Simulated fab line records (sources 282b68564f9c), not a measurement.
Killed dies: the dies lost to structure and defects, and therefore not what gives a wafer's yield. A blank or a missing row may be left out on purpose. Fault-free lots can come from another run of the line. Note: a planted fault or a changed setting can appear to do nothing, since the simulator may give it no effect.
Comparing a struck lot with a sound one || flow rit-cmos || 16 out of 202 route steps
Sound: wafers L748.1, L748.2, L748.3. Struck: wafer L757.3. (L757.4, L757.5 of the same lot were not struck and are left out.) The cause comes at the end.
Per side, at each step with rows, come the tool, then ch with its chambers, and then its first start. Under that, the readings that differ: sound wafers || struck wafers || difference of the means || sigmas: that difference in standard deviations of wafers without a fault.
alike: readings whose means differ by less than 2 such deviations, and words and numbers that are the same on both sides. not compared: withheld readings, readings that some wafer has no value for, bounds like >300 that may hide the same value, and numbers for which the record gives no deviation and whose values overlap.
A row with sigmas, a row that says differs or no value, or rows on one side alone: a step with any of these is where the two part. Non-overlapping numbers with no deviation appear without sigmas and do not part them. A reading that every wafer of one side lacks parts them only if that side has two wafers or more.

first, 1 step without rows for these wafers: RIT_PSD_IMPLANT_08.
RIT_PSD_STRIP_09: strips in O2, time 180 s.
  sound on plasma-asher-03 ch 0,1, day 3 00:46; struck on plasma-asher-03 ch 0, day 4 23:23
  alike: drypump-motor-current-A
  not compared: rf-hours-counter-h
RIT_PSD_TW_MEAS_10:
  sound on film-metro-02, day 3 00:56; struck on film-metro-04, day 4 23:32
{"reading": "PSD_TW", "sound": "3405 3367 3389", "struck": 3424, "difference": "+37", "sigmas": "+3"}
then, 3 steps without rows for these wafers: RIT_SDANNEAL_CLEAN_00 (cleans in SC1, time 600 s); RIT_SDANNEAL_CLEAN_01 (cleans in dHF, time 30 s); RIT_SDANNEAL_CLEAN_02 (cleans in SC2, time 600 s).
RIT_SDANNEAL_RTA_03: time 5 s.
  sound on rtp-anneal-01 ch 0, day 3 01:33; struck on rtp-anneal-02 ch 0, day 4 23:59
{"reading": "wafer_temp_C_max", "sound": "1055.0 1053.4 1058.0", "struck": 1053.2, "difference": -2.3, "sigmas": -2}
RIT_SDANNEAL_RS_MEAS_04: measures by four-point-probe.
  sound on film-metro-04, day 3 01:40; struck on film-metro-04, day 5 00:04
  alike: PSD_RS
RIT_SDANNEAL_RS_MEAS_05: measures by four-point-probe.
  sound on film-metro-04, day 3 01:47; struck on film-metro-04, day 5 00:11
  alike: NSD_RS
RIT_SDANNEAL_RS_MEAS_06: measures by four-point-probe.
  sound on film-metro-04, day 3 01:54; struck on film-metro-04, day 5 00:18
  alike: PLDD_RS
RIT_SDANNEAL_RS_MEAS_07: measures by four-point-probe.
  sound on film-metro-04, day 3 02:01; struck on film-metro-04, day 5 00:25
  alike: NLDD_RS
then, 1 step without rows for these wafers: RIT_SILICIDE_WET_ETCH_00 (etches SiO2 in BOE, target depth 14 nm, time 15 s).
RIT_SILICIDE_SPUTTER_01: material Ti, target thk 30 nm, time 240 s.
  sound on pvd-sputter-04, day 3 02:10; struck on pvd-sputter-01, day 5 00:31
{"reading": "chamber-pressure-pa (Pa)", "sound": "0.6660 0.6689 0.6681", "struck": 0.6926, "difference": "+0.0249", "sigmas": "+18"}
  alike: throttle-valve-pct
RIT_SILICIDE_RS_MEAS_02: measures by four-point-probe.
  sound on film-metro-01, day 3 02:19; struck on film-metro-04, day 5 00:43
{"reading": "SILICIDE_TI_RS (ohm/sq)", "sound": "47.9 48.7 48.3", "struck": 53.5, "difference": "+5.2", "sigmas": "+8"}
RIT_SILICIDE_THK_MEAS_03: measures by xrf.
  sound on film-metro-01, day 3 02:26; struck on film-metro-04, day 5 00:49
{"reading": "SILICIDE_TI_THK (nm)", "sound": "30.4 30.1 30.2", "struck": 29.2, "difference": -1.0, "sigmas": -3}
RIT_M1_PROBE_99:
  sound on prober-01, day 3 09:48; struck on prober-02, day 5 10:48
  alike: killed-at-front-end, killed-dies, killed-open, killed-short

== WHERE THEY PART ==
Last at RIT_SILICIDE_THK_MEAS_03 as far as this record goes, first at RIT_PSD_TW_MEAS_10. Later steps at which nothing parts them and some readings are alike: RIT_M1_PROBE_99.

WHY: what the simulator had put in
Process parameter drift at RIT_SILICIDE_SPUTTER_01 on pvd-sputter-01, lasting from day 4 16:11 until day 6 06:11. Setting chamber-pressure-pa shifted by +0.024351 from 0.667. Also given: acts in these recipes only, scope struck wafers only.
